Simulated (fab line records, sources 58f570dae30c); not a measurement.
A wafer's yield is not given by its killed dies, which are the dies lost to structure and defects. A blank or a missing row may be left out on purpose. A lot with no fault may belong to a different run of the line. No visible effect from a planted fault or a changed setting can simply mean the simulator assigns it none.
Which of the tools did it? / flow berkeley cmos170 / 14 lots with 42 wafers sampled at 4 steps, on a route of 331 steps

WHAT THE GAUGES SHOWED, per wafer
UCB170_PVT_TW_MEAS_09. Usual: PVT_TW gives 507.7 (standard deviation 2.6).
lot=L663; measured=day 5 09:52; on=film metro-01; PVT_TW=507.3 508.3 508.3; flag=
lot=L665; measured=day 5 22:50; on=film metro-01; PVT_TW=506.2 506.4 506.9; flag=
lot=L666; measured=day 6 07:25; on=film metro-04; PVT_TW=506.4 503.7 506.9; flag=
lot=L669; measured=day 7 04:35; on=film metro-01; PVT_TW=506.1 506.4 505.7; flag=
lot=L670; measured=day 7 15:38; on=film metro-04; PVT_TW=505.7 510.4 510.8; flag=
lot=L672; measured=day 7 17:54; on=film metro-03; PVT_TW=505.3 507.2 504.9; flag=
lot=L674; measured=day 8 01:52; on=film metro-04; PVT_TW=509.9 510.7 510.6; flag=
lot=L676; measured=day 8 08:04; on=film metro-03; PVT_TW=507.0 506.4 507.5; flag=
lot=L677; measured=day 8 23:23; on=film metro-04; PVT_TW=510.0 509.8 509.6; flag=
lot=L678; measured=day 8 23:50; on=film metro-01; PVT_TW=478.7 481.4 481.0; flag=OFF
lot=L680; measured=day 9 09:33; on=film metro-04; PVT_TW=481.0 484.4 483.4; flag=OFF
lot=L681; measured=day 9 10:13; on=film metro-01; PVT_TW=506.5 505.2 505.6; flag=
lot=L682; measured=day 9 10:19; on=film metro-03; PVT_TW=508.8 508.7 508.4; flag=
lot=L686; measured=day 10 20:32; on=film metro-03; PVT_TW=504.9 507.8 506.6; flag=

UCB170_M2_CD_MEAS_90: target cd 700 nm. Usual: 702 nm for cd nm, sd 3.6.
lot=L663; measured=day 7 10:01; on=cd sem-02; cd nm (nm)=693 704 703; flag=
lot=L665; measured=day 8 00:40; on=cd sem-02; cd nm (nm)=705 703 706; flag=
lot=L666; measured=day 8 10:59; on=cd sem-02; cd nm (nm)=700 702 703; flag=
lot=L669; measured=day 9 03:58; on=cd sem-01; cd nm (nm)=699 696 705; flag=
lot=L670; measured=day 9 18:49; on=cd sem-01; cd nm (nm)=705 704 704; flag=
lot=L672; measured=day 9 18:00; on=cd sem-02; cd nm (nm)=701 706 706; flag=
lot=L674; measured=day 10 00:24; on=cd sem-02; cd nm (nm)=702 703 702; flag=
lot=L676; measured=day 10 06:59; on=cd sem-02; cd nm (nm)=700 694 702; flag=
lot=L677; measured=day 10 23:31; on=cd sem-01; cd nm (nm)=703 701 700; flag=
lot=L678; measured=day 11 03:10; on=cd sem-02; cd nm (nm)=702 709 708; flag=
lot=L680; measured=day 11 09:12; on=cd sem-01; cd nm (nm)=704 695 705; flag=
lot=L681; measured=day 11 09:58; on=cd sem-01; cd nm (nm)=701 704 702; flag=
lot=L682; measured=day 11 03:47; on=cd sem-01; cd nm (nm)=703 701 703; flag=
lot=L686; measured=day 12 17:11; on=cd sem-01; cd nm (nm)=706 701 707; flag=

UCB170_V2_CD_MEAS_12: target cd 700 nm. Usual: 699.4 nm for cd nm, sd 1.2.
lot=L663; measured=day 7 12:59; on=cd sem-01; cd nm (nm)=699.5 698.8 699.0; flag=
lot=L665; measured=day 8 02:37; on=cd sem-02; cd nm (nm)=701.5 701.6 701.8; flag=
lot=L666; measured=day 8 12:49; on=cd sem-01; cd nm (nm)=701.2 700.9 700.7; flag=
lot=L669; measured=day 9 05:57; on=cd sem-02; cd nm (nm)=699.3 699.8 698.6; flag=
lot=L670; measured=day 9 21:37; on=cd sem-01; cd nm (nm)=697.9 697.5 697.7; flag=
lot=L672; measured=day 9 19:55; on=cd sem-02; cd nm (nm)=698.9 700.6 699.5; flag=
lot=L674; measured=day 10 04:57; on=cd sem-02; cd nm (nm)=697.9 698.1 697.9; flag=
lot=L676; measured=day 10 09:01; on=cd sem-02; cd nm (nm)=700.7 700.3 700.0; flag=
lot=L677; measured=day 11 01:43; on=cd sem-01; cd nm (nm)=699.8 702.6 700.7; flag=
lot=L678; measured=day 11 06:29; on=cd sem-02; cd nm (nm)=701.1 700.5 699.6; flag=
lot=L680; measured=day 11 12:07; on=cd sem-01; cd nm (nm)=698.9 699.4 699.0; flag=
lot=L681; measured=day 11 12:45; on=cd sem-01; cd nm (nm)=698.4 698.0 698.0; flag=
lot=L682; measured=day 11 06:47; on=cd sem-01; cd nm (nm)=699.3 698.7 700.1; flag=
lot=L686; measured=day 12 20:36; on=cd sem-01; cd nm (nm)=699.4 698.6 699.4; flag=

WHAT TOOL EACH LOT RAN ON (gives the tool, then ch and the chambers of the sampled wafers, and finally the start)
lot=L663; UCB170_PVT_IMPLANT_07=implanter-03 ch 0, day 5 09:37
lot=L665; UCB170_PVT_IMPLANT_07=implanter-01 ch 0, day 5 22:37
lot=L666; UCB170_PVT_IMPLANT_07=implanter-03 ch 0, day 6 07:11
lot=L669; UCB170_PVT_IMPLANT_07=implanter-01 ch 0, day 7 04:20
lot=L670; UCB170_PVT_IMPLANT_07=implanter-01 ch 0, day 7 15:23
lot=L672; UCB170_PVT_IMPLANT_07=implanter-03 ch 0, day 7 17:41
lot=L674; UCB170_PVT_IMPLANT_07=implanter-03 ch 0, day 8 01:37
lot=L676; UCB170_PVT_IMPLANT_07=implanter-01 ch 0, day 8 07:49
lot=L677; UCB170_PVT_IMPLANT_07=implanter-01 ch 0, day 8 23:08
lot=L678; UCB170_PVT_IMPLANT_07=implanter-03 ch 0, day 8 23:35
lot=L680; UCB170_PVT_IMPLANT_07=implanter-03 ch 0, day 9 09:18
lot=L681; UCB170_PVT_IMPLANT_07=implanter-04 ch 0, day 9 09:59
lot=L682; UCB170_PVT_IMPLANT_07=implanter-01 ch 0, day 9 10:03
lot=L686; UCB170_PVT_IMPLANT_07=implanter-04 ch 0, day 10 20:17
- UCB170_PVT_IMPLANT_07

WHAT THE TOOLS THEMSELVES READ (means of the sampled wafers that have a number; where no wafer has one, the mark that the record gives instead)
UCB170_PVT_IMPLANT_07. Usual: beam energy keV 30.000, standard deviation 0.0082; dose ions cm2 1.9998e+12, standard deviation 1.9e+09; end station pressure torr 5e-06 Torr, standard deviation 2.8e-07; tilt deg 7.002 degrees, standard deviation 0.02.
lot=L663; tool=implanter-03; beam energy keV=30.014; dose ions cm2=1.9978e+12; end station pressure torr (Torr)=5e-06; tilt deg (degrees)=6.999; flag=
lot=L665; tool=implanter-01; beam energy keV=30.012; dose ions cm2=1.9988e+12; end station pressure torr (Torr)=5e-06; tilt deg (degrees)=7.001; flag=
lot=L666; tool=implanter-03; beam energy keV=29.999; dose ions cm2=2.0004e+12; end station pressure torr (Torr)=5e-06; tilt deg (degrees)=6.992; flag=
lot=L669; tool=implanter-01; beam energy keV=29.999; dose ions cm2=2.0009e+12; end station pressure torr (Torr)=5e-06; tilt deg (degrees)=7.013; flag=
lot=L670; tool=implanter-01; beam energy keV=29.997; dose ions cm2=2.0002e+12; end station pressure torr (Torr)=5e-06; tilt deg (degrees)=6.987; flag=
lot=L672; tool=implanter-03; beam energy keV=30.000; dose ions cm2=1.9980e+12; end station pressure torr (Torr)=5e-06; tilt deg (degrees)=7.022; flag=
lot=L674; tool=implanter-03; beam energy keV=29.994; dose ions cm2=2.0001e+12; end station pressure torr (Torr)=5e-06; tilt deg (degrees)=6.994; flag=
lot=L676; tool=implanter-01; beam energy keV=30.001; dose ions cm2=2.0008e+12; end station pressure torr (Torr)=5e-06; tilt deg (degrees)=7.031; flag=
lot=L677; tool=implanter-01; beam energy keV=30.004; dose ions cm2=2.0008e+12; end station pressure torr (Torr)=5e-06; tilt deg (degrees)=7.014; flag=
lot=L678; tool=implanter-03; beam energy keV=24.594; dose ions cm2=1.9988e+12; end station pressure torr (Torr)=5e-06; tilt deg (degrees)=7.013; flag=OFF
lot=L680; tool=implanter-03; beam energy keV=24.602; dose ions cm2=1.9992e+12; end station pressure torr (Torr)=5e-06; tilt deg (degrees)=6.988; flag=OFF
lot=L681; tool=implanter-04; beam energy keV=29.996; dose ions cm2=2.0007e+12; end station pressure torr (Torr)=5e-06; tilt deg (degrees)=6.991; flag=
lot=L682; tool=implanter-01; beam energy keV=30.007; dose ions cm2=1.9987e+12; end station pressure torr (Torr)=5e-06; tilt deg (degrees)=6.997; flag=
lot=L686; tool=implanter-04; beam energy keV=29.997; dose ions cm2=1.9998e+12; end station pressure torr (Torr)=5e-06; tilt deg (degrees)=7.029; flag=

THE ANSWER, worked out from the rows above alone
Rule: a lot counts as off when the mean over its wafers that have a number is more than 3 standard deviations away from the usual mean. Also off: a lot with no number at a reading for which 4 or more lots have one. All remaining lots with rows at the step are treated as sound. First the gauges in route order, then the tools' own readings, where a lot's mean is used as printed above. The first step at which some lot is off is used, and at that step the reading that is off furthest; a lot without a number counts as furthest.
Off: L678, L680, at UCB170_PVT_TW_MEAS_09 (PVT_TW).
If a tool, at a process step before that reading, ran all the lots that are off and no sound lot after the first of them, it fits. Not tried: the gauges at UCB170_PVT_TW_MEAS_09; whatever is off there is also off at UCB170_PVT_IMPLANT_07, on other tools, and gauge error can't account for it. One fits: implanter-03 at UCB170_PVT_IMPLANT_07. A fault onset in the window from L674 (day 8 01:37, its last sound lot) to L678 (day 8 23:35, its first lot off) fits.
On the lots that are off, the tool's own readings at UCB170_PVT_IMPLANT_07 differ by more than 5 times the standard deviation of the sound lots' means, which bears it out; beam energy keV reads 24.598 there versus 30.002 on the sound lots.

WHAT THE SIMULATOR HAD INSERTED
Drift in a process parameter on implanter-03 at UCB170_PVT_IMPLANT_07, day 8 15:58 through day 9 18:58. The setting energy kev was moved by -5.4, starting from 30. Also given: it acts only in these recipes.
Lots struck among those shown: L678, L680. The same result came from the rule above.
